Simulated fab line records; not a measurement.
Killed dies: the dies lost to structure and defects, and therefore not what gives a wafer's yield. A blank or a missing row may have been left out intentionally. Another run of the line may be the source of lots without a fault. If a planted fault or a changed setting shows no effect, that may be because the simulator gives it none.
What tool caused it? | flow ritCmos | Sampling: 14 lots, 42 wafers, 2 of 202 route steps

== WHAT THE GAUGES READ, wafer by wafer ==
The record lacks any reading of a measuring or inspecting step that a usual standard deviation could be used to judge.

== EACH LOT AND THE TOOL THAT RAN IT (in order: tool; ch and the chambers of the sampled wafers; start) ==
lot  | RIT_SPACER_ETCHBACK_05           | RIT_M1_PROBE_99
L185 | rieDiel-01 ch 1,2,3, day 3 00:11 | prober-01, day 3 11:16
L186 | rieDiel-04 ch 1,2, day 3 06:07   | prober-01, day 3 17:13
L187 | rieDiel-04 ch 0,1,2, day 3 10:27 | prober-01, day 3 21:17
L189 | rieDiel-04 ch 0,2, day 3 20:39   | prober-01, day 4 07:58
L190 | rieDiel-01 ch 1,2,3, day 4 00:22 | prober-02, day 4 11:37
L193 | rieDiel-01 ch 0,1,2, day 4 18:17 | prober-01, day 5 05:48
L194 | rieDiel-04 ch 0,1,2, day 4 23:46 | prober-02, day 5 11:13
L195 | rieDiel-01 ch 1,3, day 5 02:26   | prober-02, day 5 13:56
L197 | rieDiel-04 ch 2,3, day 5 15:17   | prober-02, day 6 03:02
L202 | rieDiel-01 ch 0,1,2, day 6 17:00 | prober-01, day 7 03:58
L204 | rieDiel-01 ch 0,2,3, day 6 21:58 | prober-01, day 7 09:07
L206 | rieDiel-03 ch 1,2, day 7 10:47   | prober-01, day 7 22:05
L207 | rieDiel-01 ch 0,2, day 7 14:50   | prober-02, day 8 02:18
L208 | rieDiel-03 ch 0,3, day 7 22:38   | prober-01, day 8 09:50
- RIT_SPACER_ETCHBACK_05: etches Si3N4 in SF6/CHF3, stops on SiO2, target depth 250 nm, time 240 s.
- RIT_M1_PROBE_99

== AS READ BY THE TOOLS THEMSELVES (means over the sampled wafers that have a number; for cases with no such wafer, the mark the record gives instead) ==
RIT_SPACER_ETCHBACK_05.
lot  | tool       | drypumpMotorCurrentA (A) | oesProductAu (a.u.) | runLengthS (s) | throttleValvePct (%)
L185 | rieDiel-01 | 5.8                      | 0.846               | 268.2          | 10.38
L186 | rieDiel-04 | 6.2                      | 0.848               | 268.3          | 10.16
L187 | rieDiel-04 | 6.2                      | 0.846               | 268.4          | 10.18
L189 | rieDiel-04 | 6.3                      | 0.837               | 268.6          | 10.15
L190 | rieDiel-01 | 5.7                      | 0.843               | 268.4          | 10.37
L193 | rieDiel-01 | 5.6                      | 0.829               | 268.2          | 10.22
L194 | rieDiel-04 | 6.2                      | 0.895               | 236.4          | 10.20
L195 | rieDiel-01 | 5.7                      | 0.845               | 268.7          | 10.52
L197 | rieDiel-04 | 6.1                      | 0.936               | 204.3          | 10.21
L202 | rieDiel-01 | 5.6                      | 0.839               | 268.1          | 10.24
L204 | rieDiel-01 | 6.0                      | 0.857               | 268.9          | 10.32
L206 | rieDiel-03 | 5.9                      | 0.834               | 268.8          | 10.24
L207 | rieDiel-01 | 6.0                      | 0.835               | 268.3          | 10.18
L208 | rieDiel-03 | 5.1                      | 0.856               | 268.7          | 10.18

RIT_M1_PROBE_99.
lot  | tool      | killed_at_M0_to_M3 | killedAtContacts | killedAtFrontEnd | killedDies | killedOnRim | killedOpen | killedShort
L185 | prober-01 | 0.0                | 0.0              | 10.0             | 10.0       | 2.3         | 6.3        | 3.7
L186 | prober-01 | 0.0                | 0.0              | 5.3              | 5.3        | 0.3         | 3.3        | 2.0
L187 | prober-01 | 0.0                | 0.3              | 6.0              | 6.3        | 1.3         | 3.7        | 2.7
L189 | prober-01 | 0.0                | 0.0              | 3.3              | 3.3        | 1.3         | 1.7        | 1.7
L190 | prober-02 | 0.0                | 0.0              | 6.3              | 6.3        | 1.0         | 1.3        | 5.0
L193 | prober-01 | 0.0                | 0.3              | 9.7              | 10.0       | 2.3         | 5.3        | 4.7
L194 | prober-02 | 0.0                | 0.0              | 91.0             | 91.0       | 24.3        | 3.0        | 1.7
L195 | prober-02 | 0.0                | 0.0              | 6.0              | 6.0        | 1.7         | 3.3        | 2.7
L197 | prober-02 | 0.0                | 0.0              | 177.3            | 177.3      | 47.7        | 4.0        | 3.7
L202 | prober-01 | 0.0                | 0.3              | 6.7              | 7.0        | 2.7         | 3.0        | 4.0
L204 | prober-01 | 0.0                | 0.0              | 6.3              | 6.3        | 1.3         | 3.3        | 3.0
L206 | prober-01 | 0.0                | 0.0              | 4.7              | 4.7        | 1.0         | 2.0        | 2.7
L207 | prober-02 | 0.0                | 0.0              | 6.0              | 6.0        | 2.0         | 3.7        | 2.3
L208 | prober-01 | 0.3                | 0.0              | 7.3              | 7.7        | 3.0         | 3.7        | 4.0

== THE ANSWER, worked out from the rows above alone ==
Rule: the usual values come from the lots themselves. Put in order of their means at a reading, lots are off if they are a third of the lots or fewer, leave a main group of 4 or more, and stand apart from it by a gap of 3 or more times the standard deviation of the main group's means; of several such gaps the widest counts. If all means in a main group match to the digits the tables above print for the reading, that group is not used. A lot without any number at a reading at which 4 lots or more have one is off too. All remaining lots with rows at the step are treated as sound. Order of review: gauges by route order, followed by the tools' own readings, for which a lot's mean as printed above is used. The first step at which some lot is off is used, and at that step the reading that is off furthest; a lot without a number counts as furthest.
Off, at RIT_SPACER_ETCHBACK_05 on runLengthS: L194, L197. Mean 268.5 s and standard deviation 0.25 in the main group.
If a tool, at that step or one of the process steps before it, ran each lot that is off and ran no sound lot following the first of them, it fits. One fits: rieDiel-04 at RIT_SPACER_ETCHBACK_05. Its last sound lot is L189 (day 3 20:39), its first lot that is off L194 (day 4 23:46): a fault that began between those two fits.
The tool's own readings at RIT_SPACER_ETCHBACK_05 bear it out: on the lots that are off they differ by more than 5 times the standard deviation of the sound lots' means. oesProductAu reads 0.915 a.u. there against 0.843 a.u. on the sound lots; runLengthS reads 220.4 s there against 268.5 s on the sound lots.

== WHAT THE SIMULATOR PUT IN ==
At RIT_SPACER_ETCHBACK_05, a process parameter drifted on rieDiel-04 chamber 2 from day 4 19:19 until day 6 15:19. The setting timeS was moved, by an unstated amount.
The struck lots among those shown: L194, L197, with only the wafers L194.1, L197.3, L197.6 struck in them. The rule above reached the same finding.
